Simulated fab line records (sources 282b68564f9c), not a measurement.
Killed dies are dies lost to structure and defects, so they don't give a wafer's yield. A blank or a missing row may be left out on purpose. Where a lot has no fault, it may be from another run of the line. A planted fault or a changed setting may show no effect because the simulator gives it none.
fab line records || flow rit-cmos
record: {"lots": 6, "wafers": 18, "last-day": 6}
route steps=202 shown GATE@96 REOX@98 NLDD@103
lots that met no fault: from a run of the same line without faults
start-h: hours from the record's first day to the start of the lot's first wafer shown || wait-h: hours since the lot's step before || " repeats the value in the row above || L1.1+2: a row that stands for several wafers || - either no value or no given start || * or withheld: withheld || < > ~ a bound
route shown NAME@n: names a module that has steps shown in the file, with the first one's number in the route || usual: mean/standard deviation taken from wafers without a fault || same: alike in all rows || chamber/n: place in a boat || sites: per-site readings || _std_site: their standard deviation || _edge_site: mean of outer sites minus mean of inner sites || radius-mm: for every site, how far away it sits from the centre of the wafer || mask NAME#n: copy n || behind: the last tool/chamber to shape the wafer || hold: reason for holding the lot/hours on hold/outcome of the hold || device: the n, p or np transistor that did not switch || end of line: the route-end tests of the same wafers || where a step has no rows: the recipe by itself || killed: dies lost to structure and defects at the first sort, not the wafer's yield || map: dies across one wafer; x = killed, . = not, _ = none there
set.NAME: the setting as run; set.NAME@STEP: as run at that earlier step || model.NAME: the simulator's own value behind a step, which no gauge read
lots at selected steps of the route; one table per step, one row per wafer
services: when a tool's chamber went out of use (start-h, in hours from the record's first day, below 0 if earlier), for how many hours, and the reason
== steps ==
step: RIT_GATE_STRIP_20
recipe: {"chemistry": "O2", "time-s": 180, "resist": "NOVOLAK", "platen-temp-c": "withheld", "power-w": 500, "pressure-mtorr": 4000, "o2-flow-sccm": 4000}
usual: {"drypump-motor-current-A": "5.87/0.27"}
same: {"time-s": 180}
{"lot.wafer": "L411.1", "tool": "plasma-asher-01", "chamber": 1, "start-h": 92.09, "wait-h": 0.1, "drypump-motor-current-A": 6.13, "rf-hours-counter-h": 42}
{"lot.wafer": "L411.3", "tool": "plasma-asher-01", "chamber": 0, "start-h": 92.09, "wait-h": 0.1, "drypump-motor-current-A": 5.41, "rf-hours-counter-h": "-"}
{"lot.wafer": "L411.6", "tool": "plasma-asher-01", "chamber": 0, "start-h": 92.09, "wait-h": 0.1, "drypump-motor-current-A": 5.40, "rf-hours-counter-h": "-"}
{"lot.wafer": "L412.3", "tool": "plasma-asher-03", "chamber": 0, "start-h": 93.05, "wait-h": 0.1, "drypump-motor-current-A": 6.08, "rf-hours-counter-h": "-"}
{"lot.wafer": "L412.4", "tool": "plasma-asher-03", "chamber": 1, "start-h": 93.05, "wait-h": 0.1, "drypump-motor-current-A": 6.00, "rf-hours-counter-h": "-"}
{"lot.wafer": "L412.6", "tool": "plasma-asher-03", "chamber": 0, "start-h": 93.05, "wait-h": 0.1, "drypump-motor-current-A": 6.10, "rf-hours-counter-h": "-"}
{"lot.wafer": "L413.2", "tool": "plasma-asher-03", "chamber": 1, "start-h": 97.14, "wait-h": 0.1, "drypump-motor-current-A": 6.01, "rf-hours-counter-h": 46}
{"lot.wafer": "L413.4", "tool": "plasma-asher-03", "chamber": 0, "start-h": 97.14, "wait-h": 0.1, "drypump-motor-current-A": 6.09, "rf-hours-counter-h": "-"}
{"lot.wafer": "L413.6", "tool": "plasma-asher-03", "chamber": 1, "start-h": 97.14, "wait-h": 0.1, "drypump-motor-current-A": 5.93, "rf-hours-counter-h": "-"}
{"lot.wafer": "L417.1", "tool": "plasma-asher-01", "chamber": 0, "start-h": 118.00, "wait-h": 0.1, "drypump-motor-current-A": 5.39, "rf-hours-counter-h": 45}
{"lot.wafer": "L417.4", "tool": "plasma-asher-01", "chamber": 0, "start-h": 118.00, "wait-h": 0.1, "drypump-motor-current-A": 5.39, "rf-hours-counter-h": "-"}
{"lot.wafer": "L417.5", "tool": "plasma-asher-01", "chamber": 0, "start-h": 118.00, "wait-h": 0.1, "drypump-motor-current-A": 5.39, "rf-hours-counter-h": "-"}
{"lot.wafer": "L419.1", "tool": "plasma-asher-03", "chamber": 0, "start-h": 126.61, "wait-h": 0.1, "drypump-motor-current-A": 6.11, "rf-hours-counter-h": 50}
{"lot.wafer": "L419.3", "tool": "plasma-asher-03", "chamber": 1, "start-h": 126.61, "wait-h": 0.1, "drypump-motor-current-A": 5.97, "rf-hours-counter-h": "-"}
{"lot.wafer": "L419.4", "tool": "plasma-asher-03", "chamber": 0, "start-h": 126.61, "wait-h": 0.1, "drypump-motor-current-A": 6.12, "rf-hours-counter-h": "-"}
{"lot.wafer": "L420.2", "tool": "plasma-asher-01", "chamber": 0, "start-h": 133.58, "wait-h": 0.1, "drypump-motor-current-A": 5.39, "rf-hours-counter-h": 47}
{"lot.wafer": "L420.4", "tool": "plasma-asher-01", "chamber": 1, "start-h": 133.58, "wait-h": 0.1, "drypump-motor-current-A": 6.13, "rf-hours-counter-h": "-"}
{"lot.wafer": "L420.6", "tool": "plasma-asher-01", "chamber": 1, "start-h": 133.58, "wait-h": 0.1, "drypump-motor-current-A": 6.13, "rf-hours-counter-h": "-"}
step: RIT_GATE_CD_MEAS_90
recipe: {"target-cd-nm": 150}
usual: {"cd-nm": "150.4/2.4"}
{"lot.wafer": "L411.1", "tool": "cd-sem-01", "chamber": "-", "start-h": 92.27, "wait-h": 0.1, "cd-nm": 151.8}
{"lot.wafer": "L411.3", "tool": "cd-sem-01", "chamber": "-", "start-h": 92.27, "wait-h": 0.1, "cd-nm": 152.5}
{"lot.wafer": "L411.6", "tool": "cd-sem-01", "chamber": "-", "start-h": 92.27, "wait-h": 0.1, "cd-nm": 156.5}
{"lot.wafer": "L412.3", "tool": "cd-sem-01", "chamber": "-", "start-h": 93.20, "wait-h": 0.1, "cd-nm": 149.5}
{"lot.wafer": "L412.4", "tool": "cd-sem-01", "chamber": "-", "start-h": 93.20, "wait-h": 0.1, "cd-nm": 151.5}
{"lot.wafer": "L412.6", "tool": "cd-sem-01", "chamber": "-", "start-h": 93.20, "wait-h": 0.1, "cd-nm": 150.3}
{"lot.wafer": "L413.2", "tool": "cd-sem-01", "chamber": "-", "start-h": 97.33, "wait-h": 0.1, "cd-nm": 149.3}
{"lot.wafer": "L413.4", "tool": "cd-sem-01", "chamber": "-", "start-h": 97.33, "wait-h": 0.1, "cd-nm": 150.5}
{"lot.wafer": "L413.6", "tool": "cd-sem-01", "chamber": "-", "start-h": 97.33, "wait-h": 0.1, "cd-nm": 149.0}
{"lot.wafer": "L417.1", "tool": "cd-sem-02", "chamber": "-", "start-h": 118.18, "wait-h": 0.1, "cd-nm": 148.3}
{"lot.wafer": "L417.4", "tool": "cd-sem-02", "chamber": "-", "start-h": 118.18, "wait-h": 0.1, "cd-nm": 151.6}
{"lot.wafer": "L417.5", "tool": "cd-sem-02", "chamber": "-", "start-h": 118.18, "wait-h": 0.1, "cd-nm": 148.7}
{"lot.wafer": "L419.1", "tool": "cd-sem-01", "chamber": "-", "start-h": 126.79, "wait-h": 0.1, "cd-nm": 147.3}
{"lot.wafer": "L419.3", "tool": "cd-sem-01", "chamber": "-", "start-h": 126.79, "wait-h": 0.1, "cd-nm": 149.1}
{"lot.wafer": "L419.4", "tool": "cd-sem-01", "chamber": "-", "start-h": 126.79, "wait-h": 0.1, "cd-nm": 150.0}
{"lot.wafer": "L420.2", "tool": "cd-sem-01", "chamber": "-", "start-h": 133.78, "wait-h": 0.1, "cd-nm": 149.0}
{"lot.wafer": "L420.4", "tool": "cd-sem-01", "chamber": "-", "start-h": 133.78, "wait-h": 0.1, "cd-nm": 143.5}
{"lot.wafer": "L420.6", "tool": "cd-sem-01", "chamber": "-", "start-h": 133.78, "wait-h": 0.1, "cd-nm": 148.2}
step: RIT_REOX_CLEAN_00
recipe: {"chemistry": "SC1", "mix": "3:3:50", "time-s": 600, "temp-c": 75}
step: RIT_REOX_CLEAN_01
recipe: {"chemistry": "dHF", "dilution": "50:1", "time-s": 30}
step: RIT_REOX_CLEAN_02
recipe: {"chemistry": "SC2", "mix": "3:3:50", "time-s": 600, "temp-c": 75, "dry": "n2-spin"}
step: RIT_REOX_OXIDATION_03
recipe: {"temp-c": 900, "ambient": "O2", "target-thk-a": 252, "ox-time-s": 5580}
step: RIT_REOX_THK_MEAS_04
recipe: {"reads": "SiO2_of_REOX_OXIDATION_03"}
usual: {"REOX_OXIDE_THK": "25.1/0.49"}
{"lot.wafer": "L411.1", "tool": "film-metro-04", "chamber": "-", "start-h": 95.31, "wait-h": 0.0, "REOX_OXIDE_THK[nm]": 24.8}
{"lot.wafer": "L411.3", "tool": "film-metro-04", "chamber": "-", "start-h": 95.31, "wait-h": 0.0, "REOX_OXIDE_THK[nm]": 24.9}
{"lot.wafer": "L411.6", "tool": "film-metro-04", "chamber": "-", "start-h": 95.31, "wait-h": 0.0, "REOX_OXIDE_THK[nm]": 24.7}
{"lot.wafer": "L412.3", "tool": "film-metro-03", "chamber": "-", "start-h": 96.25, "wait-h": 0.0, "REOX_OXIDE_THK[nm]": 25.6}
{"lot.wafer": "L412.4", "tool": "film-metro-03", "chamber": "-", "start-h": 96.25, "wait-h": 0.0, "REOX_OXIDE_THK[nm]": 25.7}
{"lot.wafer": "L412.6", "tool": "film-metro-03", "chamber": "-", "start-h": 96.25, "wait-h": 0.0, "REOX_OXIDE_THK[nm]": 25.6}
{"lot.wafer": "L413.2", "tool": "film-metro-03", "chamber": "-", "start-h": 100.69, "wait-h": 0.0, "REOX_OXIDE_THK[nm]": 25.5}
{"lot.wafer": "L413.4", "tool": "film-metro-03", "chamber": "-", "start-h": 100.69, "wait-h": 0.0, "REOX_OXIDE_THK[nm]": 25.5}
{"lot.wafer": "L413.6", "tool": "film-metro-03", "chamber": "-", "start-h": 100.69, "wait-h": 0.0, "REOX_OXIDE_THK[nm]": 25.2}
{"lot.wafer": "L417.1", "tool": "film-metro-02", "chamber": "-", "start-h": 121.22, "wait-h": 0.0, "REOX_OXIDE_THK[nm]": 25.0}
{"lot.wafer": "L417.4", "tool": "film-metro-02", "chamber": "-", "start-h": 121.22, "wait-h": 0.0, "REOX_OXIDE_THK[nm]": 24.4}
{"lot.wafer": "L417.5", "tool": "film-metro-02", "chamber": "-", "start-h": 121.22, "wait-h": 0.0, "REOX_OXIDE_THK[nm]": 24.6}
{"lot.wafer": "L419.1", "tool": "film-metro-03", "chamber": "-", "start-h": 130.82, "wait-h": 0.0, "REOX_OXIDE_THK[nm]": 25.8}
{"lot.wafer": "L419.3", "tool": "film-metro-03", "chamber": "-", "start-h": 130.82, "wait-h": 0.0, "REOX_OXIDE_THK[nm]": 25.2}
{"lot.wafer": "L419.4", "tool": "film-metro-03", "chamber": "-", "start-h": 130.82, "wait-h": 0.0, "REOX_OXIDE_THK[nm]": 25.4}
{"lot.wafer": "L420.2", "tool": "film-metro-04", "chamber": "-", "start-h": 136.84, "wait-h": 0.0, "REOX_OXIDE_THK[nm]": 24.9}
{"lot.wafer": "L420.4", "tool": "film-metro-04", "chamber": "-", "start-h": 136.84, "wait-h": 0.0, "REOX_OXIDE_THK[nm]": 24.8}
{"lot.wafer": "L420.6", "tool": "film-metro-04", "chamber": "-", "start-h": 136.84, "wait-h": 0.0, "REOX_OXIDE_THK[nm]": 25.1}
step: RIT_NLDD_HMDS_00
recipe: {"prime-time-s": 60, "prime-temp-c": 140}
step: RIT_NLDD_COAT_01
recipe: {"resist": "NOVOLAK", "spin-rpm": 3250, "resist-thk-nm": 1000}
step: RIT_NLDD_SOFTBAKE_02
recipe: {"resist": "NOVOLAK", "temp-c": 90, "time-s": 60}
step: RIT_NLDD_EXPOSE_03
recipe: {"mask-id": "M7", "na": 0.57, "target-cd-nm": 40700, "dose-mj": 250}
step: RIT_NLDD_PEB_04
recipe: {"resist": "NOVOLAK", "temp-c": "withheld", "time-s": "withheld"}
step: RIT_NLDD_DEVELOP_05
recipe: {"resist": "NOVOLAK", "develop-time-s": 50, "dev-temp-c": 23}
usual: {"chill-plate-temp-C": "22.97/0.11", "develop-time-s": "50/0"}
{"lot.wafer": "L411.1", "tool": "litho-track-04", "chamber": 0, "start-h": 96, "wait-h": "-", "chill-plate-temp-C": 23.09, "develop-time-s": 50}
{"lot.wafer": "L411.3", "tool": "litho-track-04", "chamber": 0, "start-h": 96, "wait-h": "-", "chill-plate-temp-C": 23.07, "develop-time-s": 50}
{"lot.wafer": "L411.6", "tool": "litho-track-04", "chamber": 0, "start-h": 96, "wait-h": "-", "chill-plate-temp-C": 23.12, "develop-time-s": 50}
{"lot.wafer": "L412.3", "tool": "litho-track-04", "chamber": "-", "start-h": 97, "wait-h": "-", "chill-plate-temp-C": "-", "develop-time-s": "-"}
{"lot.wafer": "L412.4", "tool": "litho-track-04", "chamber": "-", "start-h": 97, "wait-h": "-", "chill-plate-temp-C": "-", "develop-time-s": "-"}
{"lot.wafer": "L412.6", "tool": "litho-track-04", "chamber": "-", "start-h": 97, "wait-h": "-", "chill-plate-temp-C": "-", "develop-time-s": "-"}
{"lot.wafer": "L413.2", "tool": "litho-track-04", "chamber": "-", "start-h": 101, "wait-h": "-", "chill-plate-temp-C": "-", "develop-time-s": "-"}
{"lot.wafer": "L413.4", "tool": "litho-track-04", "chamber": "-", "start-h": 101, "wait-h": "-", "chill-plate-temp-C": "-", "develop-time-s": "-"}
{"lot.wafer": "L413.6", "tool": "litho-track-04", "chamber": "-", "start-h": 101, "wait-h": "-", "chill-plate-temp-C": "-", "develop-time-s": "-"}
{"lot.wafer": "L417.1", "tool": "litho-track-04", "chamber": 0, "start-h": 121, "wait-h": "-", "chill-plate-temp-C": 22.85, "develop-time-s": 50}
{"lot.wafer": "L417.4", "tool": "litho-track-04", "chamber": 0, "start-h": 122, "wait-h": "-", "chill-plate-temp-C": 23.10, "develop-time-s": 50}
{"lot.wafer": "L417.5", "tool": "litho-track-04", "chamber": 0, "start-h": 122, "wait-h": "-", "chill-plate-temp-C": 22.95, "develop-time-s": 50}
{"lot.wafer": "L419.1", "tool": "litho-track-03", "chamber": 0, "start-h": 131, "wait-h": "-", "chill-plate-temp-C": 22.96, "develop-time-s": 50}
{"lot.wafer": "L419.3", "tool": "litho-track-03", "chamber": 0, "start-h": 131, "wait-h": "-", "chill-plate-temp-C": 23.01, "develop-time-s": 50}
{"lot.wafer": "L419.4", "tool": "litho-track-03", "chamber": 0, "start-h": 131, "wait-h": "-", "chill-plate-temp-C": 22.96, "develop-time-s": 50}
{"lot.wafer": "L420.2", "tool": "litho-track-03", "chamber": 0, "start-h": 137, "wait-h": "-", "chill-plate-temp-C": 22.85, "develop-time-s": 50}
{"lot.wafer": "L420.4", "tool": "litho-track-03", "chamber": 0, "start-h": 137, "wait-h": "-", "chill-plate-temp-C": 22.77, "develop-time-s": 50}
{"lot.wafer": "L420.6", "tool": "litho-track-03", "chamber": 0, "start-h": 137, "wait-h": "-", "chill-plate-temp-C": 22.89, "develop-time-s": 50}
step: RIT_NLDD_OVL_MEAS_06
usual: {"NLDD_OVL": "-0.5/1.3"}
{"lot.wafer": "L411.1", "tool": "overlay-02", "chamber": "-", "start-h": 96.43, "wait-h": "-", "NLDD_OVL[nm]": -0.3}
{"lot.wafer": "L411.3", "tool": "overlay-02", "chamber": "-", "start-h": 96.43, "wait-h": "-", "NLDD_OVL[nm]": 0.5}
{"lot.wafer": "L411.6", "tool": "overlay-02", "chamber": "-", "start-h": 96.43, "wait-h": "-", "NLDD_OVL[nm]": 1.2}
{"lot.wafer": "L412.3", "tool": "overlay-01", "chamber": "-", "start-h": 97.16, "wait-h": "-", "NLDD_OVL[nm]": "-"}
{"lot.wafer": "L412.4", "tool": "overlay-01", "chamber": "-", "start-h": 97.16, "wait-h": "-", "NLDD_OVL[nm]": "-"}
{"lot.wafer": "L412.6", "tool": "overlay-01", "chamber": "-", "start-h": 97.16, "wait-h": "-", "NLDD_OVL[nm]": "-"}
{"lot.wafer": "L413.2", "tool": "overlay-02", "chamber": "-", "start-h": 101.82, "wait-h": "-", "NLDD_OVL[nm]": "-"}
{"lot.wafer": "L413.4", "tool": "overlay-02", "chamber": "-", "start-h": 101.82, "wait-h": "-", "NLDD_OVL[nm]": "-"}
{"lot.wafer": "L413.6", "tool": "overlay-02", "chamber": "-", "start-h": 101.82, "wait-h": "-", "NLDD_OVL[nm]": "-"}
{"lot.wafer": "L417.1", "tool": "overlay-01", "chamber": "-", "start-h": 122.13, "wait-h": "-", "NLDD_OVL[nm]": -1.8}
{"lot.wafer": "L417.4", "tool": "overlay-01", "chamber": "-", "start-h": 122.13, "wait-h": "-", "NLDD_OVL[nm]": 0.2}
{"lot.wafer": "L417.5", "tool": "overlay-01", "chamber": "-", "start-h": 122.13, "wait-h": "-", "NLDD_OVL[nm]": -0.9}
{"lot.wafer": "L419.1", "tool": "overlay-02", "chamber": "-", "start-h": 131.73, "wait-h": "-", "NLDD_OVL[nm]": -1.7}
{"lot.wafer": "L419.3", "tool": "overlay-02", "chamber": "-", "start-h": 131.73, "wait-h": "-", "NLDD_OVL[nm]": -2.8}
{"lot.wafer": "L419.4", "tool": "overlay-02", "chamber": "-", "start-h": 131.73, "wait-h": "-", "NLDD_OVL[nm]": -0.5}
{"lot.wafer": "L420.2", "tool": "overlay-02", "chamber": "-", "start-h": 137.87, "wait-h": "-", "NLDD_OVL[nm]": -1.4}
{"lot.wafer": "L420.4", "tool": "overlay-02", "chamber": "-", "start-h": 137.87, "wait-h": "-", "NLDD_OVL[nm]": -1.1}
{"lot.wafer": "L420.6", "tool": "overlay-02", "chamber": "-", "start-h": 137.87, "wait-h": "-", "NLDD_OVL[nm]": -0.8}
== services ==
{"tool": "plasma-asher-01", "chamber": "-", "start-h": 74.94, "hours": 15.6, "kind": "pm"}
{"tool": "plasma-asher-01", "chamber": "-", "start-h": 106.05, "hours": 2.8, "kind": "repair"}
== key ==
first-sign: {"step": "RIT_NLDD_DEVELOP_05", "reading": "tool-record", "direction": "missing"}
effect none on later readings
met-at RIT_NLDD_DEVELOP_05
struck-wafers L412.3,L412.4,L412.6,L413.2,L413.4,L413.6
sort-left-out L412.3,L412.4,L412.6,L413.2,L413.4,L413.6
tester-left-out L412,L413
onset-between 96 97
fault: {"kind": "skipped-step-whole", "tool": "litho-track-04", "chamber": "-", "onset-h": 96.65, "steps": "RIT_NLDD_DEVELOP_05", "scope": "struck-lots-only"}
tester-left-out: of these lots the tester's yield and bins aren't shown, on N5 and GAA mostly nor the transistor test; their killed dies are dies lost to structure and defects alone, not to doping, threshold or leakage, so they don't give the yield
sort-left-out: the simulated sort isn't trusted on such a fault, so these wafers' sort isn't shown, and their yield isn't known
